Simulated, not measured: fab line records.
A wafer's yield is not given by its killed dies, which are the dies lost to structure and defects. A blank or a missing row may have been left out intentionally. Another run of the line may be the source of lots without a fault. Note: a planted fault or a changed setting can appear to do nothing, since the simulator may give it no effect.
The tool behind it: which one? :: flow berkeley cmos170 :: at 1 step of a route of 331, 7 lots with 21 wafers sampled

## WHAT EACH GAUGE READ, for each wafer
UCB170_PLDD_TW_MEAS_11.
lot: L489
measured: day 6 14:37
on: film metro-04
PLDD_TW: 1010 1004 998

lot: L495
measured: day 7 14:11
on: film metro-03
PLDD_TW: 1013 1014 1008

lot: L496
measured: day 7 21:45
on: film metro-02
PLDD_TW: 998 1001 1003

lot: L500
measured: day 8 18:55
on: film metro-03
PLDD_TW: 1004 1006 1009

lot: L503
measured: day 9 03:14
on: film metro-04
PLDD_TW: 1007 1003 1003

lot: L509
measured: day 10 04:25
on: film metro-04
PLDD_TW: 1002 1009 1006

lot: L510
measured: day 10 05:29
on: film metro-03
PLDD_TW: 1003 1004 1009

## WHICH TOOL RAN EACH LOT (tool, then ch and the chambers of the sampled wafers, then the start)
The record shows no process step preceding these readings.

## THE ANSWER, worked out from the rows above alone
Rule: what is usual is taken from the lots themselves. Put in order of their means at a reading, lots are off if they are a third of the lots or fewer, leave a main group of 4 or more, and stand apart from it by a gap of 3 or more times the standard deviation of the main group's means; of several such gaps the widest counts. The tables above print the reading to a certain number of digits; a main group whose means all agree to those digits is not used. A lot without any number at a reading at which 4 lots or more have one is off too. All remaining lots with rows at the step are treated as sound.
Across all readings shown, no lot is off: no conclusion can be drawn from this.

## WHAT THE SIMULATOR PUT IN
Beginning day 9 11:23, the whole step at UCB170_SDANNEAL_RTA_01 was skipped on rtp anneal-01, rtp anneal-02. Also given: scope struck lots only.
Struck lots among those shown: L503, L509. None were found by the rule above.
